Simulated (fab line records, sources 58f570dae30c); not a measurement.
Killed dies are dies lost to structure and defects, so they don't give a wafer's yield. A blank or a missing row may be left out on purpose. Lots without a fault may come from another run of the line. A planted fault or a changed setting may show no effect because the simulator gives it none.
Which tool did it? | flow berkeley_cmos170 | 15 lots, 45 wafers sampled, at 1 step of a route of 331

WHAT THE GAUGES READ, wafer by wafer
The record holds no reading of a measuring or inspecting step that can be judged against a usual standard deviation.

WHICH TOOL RAN EACH LOT (tool, then ch and the chambers of the sampled wafers, then the start)
lot  | UCB170_WELLDRIVE_OXIDATION_01
L757 | furnace-01 ch 0, day 3 19:49
L758 | furnace-01 ch 0, day 4 06:23
L759 | furnace-01 ch 0, day 4 06:23
L760 | furnace-01 ch 0, day 4 15:40
L762 | furnace-04 ch 0, day 5 06:40
L763 | furnace-04 ch 0, day 5 19:47
L765 | furnace-04 ch 0, day 5 19:47
L766 | furnace-04 ch 0, day 6 03:38
L767 | furnace-04 ch 0, day 6 03:38
L768 | furnace-01 ch 0, day 6 18:31
L774 | furnace-02, day 7 13:34
L775 | furnace-01, day 7 23:32
L776 | furnace-01, day 7 23:32
L778 | furnace-01 ch 0, day 8 08:52
L779 | furnace-02 ch 0, day 8 17:01
- UCB170_WELLDRIVE_OXIDATION_01: target thk 199 nm, ox time 9000 s.

WHAT THE TOOLS THEMSELVES READ (means of the sampled wafers that have a number; where no wafer has one, the mark that the record gives instead)
UCB170_WELLDRIVE_OXIDATION_01. Usual: ox_temp_c 1100.1 C, standard deviation 0.42; ox_temp_c_max 1107.0, standard deviation 1.4.
lot  | tool       | ox_temp_c (C) | ox_temp_c_max | flag
L757 | furnace-01 | 1100.4        | 1107.4        |
L758 | furnace-01 | 1100.1        | 1106.5        |
L759 | furnace-01 | 1100.4        | 1108.7        |
L760 | furnace-01 | 1100.3        | 1107.4        |
L762 | furnace-04 | 1100.0        | 1105.1        |
L763 | furnace-04 | 1100.1        | 1106.9        |
L765 | furnace-04 | 1100.0        | 1105.7        |
L766 | furnace-04 | 1099.6        | 1106.6        |
L767 | furnace-04 | 1099.9        | 1105.0        |
L768 | furnace-01 | 1100.2        | 1107.4        |
L774 | furnace-02 | -             | -             | OFF
L775 | furnace-01 | -             | -             | OFF
L776 | furnace-01 | -             | -             | OFF
L778 | furnace-01 | 1099.8        | 1108.0        |
L779 | furnace-02 | 1099.7        | 1106.3        |

THE ANSWER, worked out from the rows above alone
Rule: a lot is off if the mean of its wafers that have a number lies more than 3 standard deviations from the usual mean. A lot without any number at a reading at which 4 lots or more have one is off too. The other lots that the step has rows for count as sound. The gauges are gone through in route order, then the tools' own readings, and for those a lot's mean is taken as printed above. The first step at which some lot is off is used, and at that step the reading that is off furthest; a lot without a number counts as furthest.
Off: L774, L775, L776, at UCB170_WELLDRIVE_OXIDATION_01 (ox_temp_c). Without a number there: L774, L775, L776.
A tool fits if, at that step or a process step before it, it ran every lot that is off, and no sound lot after the first of them. None of those tried fits.

WHAT THE SIMULATOR HAD PUT IN
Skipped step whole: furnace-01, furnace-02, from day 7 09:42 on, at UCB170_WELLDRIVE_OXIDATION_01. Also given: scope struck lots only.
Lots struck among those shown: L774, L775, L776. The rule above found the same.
